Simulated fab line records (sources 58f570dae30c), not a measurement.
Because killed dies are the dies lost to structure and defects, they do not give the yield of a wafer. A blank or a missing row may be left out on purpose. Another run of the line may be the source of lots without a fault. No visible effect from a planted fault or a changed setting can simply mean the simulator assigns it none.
Comparing a struck lot with a sound one | flow berkeleyCmos170 | 16 steps out of a route of 331
Sound: wafers L946.3, L946.4, L946.5. Struck: wafers L958.1, L958.5, L958.6. At the end, the cause is stated.
At each step with rows: each side's tool, then ch and its chambers, then its first start. Under that, the readings that differ: sound wafers | struck wafers | difference of the means | sigmas: that difference in standard deviations of wafers without a fault.
alike: words and numbers the same on both sides, and readings whose means are apart by under 2 such deviations; not compared: readings that were withheld, readings missing a value for some wafer, numbers with overlapping values and no deviation given by the record, and bounds like >300 which may hide the same value.
Wherever a step has rows on one side only, a row that says differs or no value, or a row with sigmas, the two part there. Non-overlapping numbers with no deviation appear without sigmas and do not part them. Lack of a reading on every wafer of one side parts them only where that side has two or more wafers.

UCB170_V2_CMP_02: polishes SiO2.
  sound on cmp-02 ch 1,3, day 7 17:24; struck on cmp-02 ch 1,2, day 10 16:23
  alike: motorCurrentA
UCB170_V2_BOW_MEAS_03:
  sound on filmMetro-01 at day 7 17:41; struck on filmMetro-02 at day 10 16:41
  alike: V2_BOW
UCB170_V2_THK_MEAS_04:
  sound on filmMetro-01 at day 7 17:47; struck on filmMetro-02 at day 10 16:48
  alike: V2_POLISHED_THK
then, 5 steps without rows for these wafers: UCB170_V2_CLEAN_05 (cleans in DIW); UCB170_V2_HMDS_06 (prime time 60 s); UCB170_V2_COAT_07 (resist thk 900 nm); UCB170_V2_SOFTBAKE_08 (time 60 s); UCB170_V2_EXPOSE_09 (exposes mask VIA2, target cd 700 nm).
UCB170_V2_PEB_10:
  sound on lithoTrack-01 ch 0, day 7 19:10; struck on lithoTrack-03 ch 0, day 10 17:52
  alike: plateSensorTCentreC, plateSensorTEdgeC, resistLineTempC
then, 1 step without rows for these wafers: UCB170_V2_DEVELOP_11 (develop time 45 s).
UCB170_V2_CD_MEAS_12 targets a cd of 700 nm.
  sound on cdSem-01 at day 7 19:26; struck on cdSem-02 at day 10 18:09
reading   | sound             | struck            | difference | sigmas
cdNm (nm) | 701.9 703.1 701.8 | 698.6 697.8 698.4 | -4.0       | -3
UCB170_V2_OVL_MEAS_13:
  sound on overlay-01 at day 7 19:32; struck on overlay-02 at day 10 18:16
  alike: V2_OVL
UCB170_V2_ETCH_14: etches SiO2 in CHF3/CF4/Ar, stops on Al, target depth 1250 nm, time 291 s.
  sound on rieDiel-02 ch 1,3, day 7 19:33; struck on rieDiel-01 ch 2,3, day 10 18:18
reading                            | sound             | struck          | difference | sigmas
model.KrF_of_V2_COAT_07.thkNm (nm) | 610.9 604.2 600.9 | 662.5 659 661.4 | +55.6      | 
  alike: drypumpMotorCurrentA, oesProductAu, throttleValvePct
  not compared: rfHoursCounterH
UCB170_V2_STRIP_15: strips in O2.
  sound on plasmaAsher-03 ch 0,1, day 7 19:46; struck on plasmaAsher-04 ch 0,1, day 10 18:29
reading                  | sound             | struck            | difference | sigmas
stripTimeToEndpointS (s) | 15.33 15.18 15.10 | 16.49 16.41 16.46 | +1.25      | +11
  alike: drypumpMotorCurrentA, o2FlowSccm, oesProductAu
  not compared: rfHoursCounterH
UCB170_V2_CD_MEAS_90 targets a cd of 700 nm.
  sound on cdSem-01 at day 7 19:52; struck on cdSem-02 at day 10 18:35
reading   | sound             | struck            | difference | sigmas
cdNm (nm) | 701.1 702.9 701.8 | 696.5 695.0 696.5 | -5.9       | -4
UCB170_M3_PROBE_99:
  sound on prober-02 at day 7 22:51; struck on prober-01 at day 10 21:27
reading                            | sound                      | struck                      | difference | sigmas
model.etest.antennaM3.vtShiftV (V) | -0.01281 -0.01639 -0.01346 | -0.00882 -0.005165 -0.01232 | +0.00545   | 

== WHERE THEY PART ==
Last at UCB170_V2_CD_MEAS_90 as far as this record goes, first at UCB170_V2_CD_MEAS_12.

WHY: what had been put in by the simulator
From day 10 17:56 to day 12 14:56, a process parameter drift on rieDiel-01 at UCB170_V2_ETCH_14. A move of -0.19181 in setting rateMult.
